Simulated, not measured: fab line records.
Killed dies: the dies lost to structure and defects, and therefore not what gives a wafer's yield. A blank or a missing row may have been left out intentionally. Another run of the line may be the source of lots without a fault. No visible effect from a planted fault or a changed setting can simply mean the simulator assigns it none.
A struck lot beside a sound one || flow rit-cmos || 15 out of 202 route steps
Sound: the wafers L521.1, L521.3, L521.4. Wafers L526.1, L526.3, L526.5 were the ones struck. The cause comes at the end.
Per side, at each step with rows, come the tool, then ch with its chambers, and then its first start. Under that, the readings that differ: sound wafers || struck wafers || difference of the means || sigmas: that difference in standard deviations of wafers without a fault.
alike: words and numbers the same on both sides, and readings whose means are apart by under 2 such deviations; not compared: readings that were withheld, readings missing a value for some wafer, numbers with overlapping values and no deviation given by the record, and bounds like >300 which may hide the same value.
Wherever a step has rows on one side only, a row that says differs or no value, or a row with sigmas, the two part there. When numbers do not overlap yet have no deviation, they are printed without sigmas and do not part them. A reading that every wafer of one side lacks parts them only if that side has two wafers or more.

first, 1 step without rows for these wafers: RIT_ACTIVE_DEVELOP_10 (develop time 50 s).
RIT_ACTIVE_CD_MEAS_11: target cd 1400 nm.
  struck on cd-sem-02, day 2 18:42; sound on cd-sem-01, day 1 15:23
  alike: cd-nm
then, 1 step without rows for these wafers: RIT_ACTIVE_HARDBAKE_12 (time 60 s).
RIT_ACTIVE_ETCH_13: etches Si3N4 in SF6, stops on SiO2, time 210 s, target depth 210 nm.
  sound on rie-diel-02 ch 1,2,3, day 1 15:40; struck on rie-diel-02 ch 0,1,2, day 2 18:58
  alike: drypump-motor-current-A, oes-product-au, throttle-valve-pct
  not compared: rf-hours-counter-h
RIT_ACTIVE_STRIP_14: strips in O2, time 180 s.
  sound on plasma-asher-04 ch 0,1, day 1 15:47; struck on plasma-asher-03 ch 0, day 2 19:06
  alike: drypump-motor-current-A
  not compared: rf-hours-counter-h
RIT_ACTIVE_CD_MEAS_90: target cd 1400 nm.
  struck on cd-sem-01, day 2 19:17; sound on cd-sem-02, day 1 15:58
  alike: cd-nm
then, 4 steps without rows for these wafers: RIT_ACTIVE_CLEAN_15 (cleans in SC1, time 575.9 s); RIT_ACTIVE_CLEAN_16 (cleans in dHF, time 30 s); RIT_ACTIVE_CLEAN_17 (cleans in SC2, time 600 s); RIT_FOX1_OXIDATION_00 (target thk 350.7 nm, ox time 1130 s).
RIT_FOX1_THK_MEAS_01:
  struck on film-metro-03, day 2 21:05; sound on film-metro-02, day 1 19:16
  alike: FOX1_OXIDE_THK
then, 1 step without rows for these wafers: RIT_FOX1_WET_ETCH_02 (etches SiO2 in BOE, target depth 350 nm, time 390 s).
RIT_FOX2_OXIDATION_00: target thk 350.7 nm, ox time 1130 s.
  sound on furnace-03 ch 0, day 1 21:01; struck on furnace-03 ch 0, day 2 21:15
{"reading": "spike-tc-centre-C (C)", "sound": "1103.7 1101.7 1103.4", "struck": "1098.0 1097.8 1096.9", "difference": -5.4, "sigmas": -4}
{"reading": "spike-tc-load-C (C)", "sound": "1130.2 1130.8 1130.7", "struck": "1123.6 1122.8 1124.6", "difference": -6.9, "sigmas": -6}
{"reading": "spike-tc-source-C (C)", "sound": "1125.0 1125.3 1124.3", "struck": "1120.1 1118.9 1118.0", "difference": -5.9, "sigmas": -5}
{"reading": "tube-center-temp-C (C)", "sound": "1100 1099.9 1099.9", "struck": "1093.9 1093.9 1093.9", "difference": -6.0, "sigmas": -63}
{"reading": "tube_center_temp_C_max", "sound": "1102.6 1102.4 1103.1", "struck": "1097.0 1097.0 1096.9", "difference": -5.7, "sigmas": -12}
RIT_FOX2_THK_MEAS_01:
  struck on film-metro-01, day 2 22:34; sound on film-metro-03, day 1 22:20
  alike: FOX2_OXIDE_THK
RIT_M1_PROBE_99:
  record: rows for the struck wafers here (prober-01, day 4 16:06), none for the sound ones

## WHERE THEY PART
Earliest at RIT_FOX2_OXIDATION_00; latest, in this record, at RIT_M1_PROBE_99.

WHY: what the simulator had put in
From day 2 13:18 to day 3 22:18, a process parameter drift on furnace-03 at RIT_FOX2_OXIDATION_00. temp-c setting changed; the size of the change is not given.
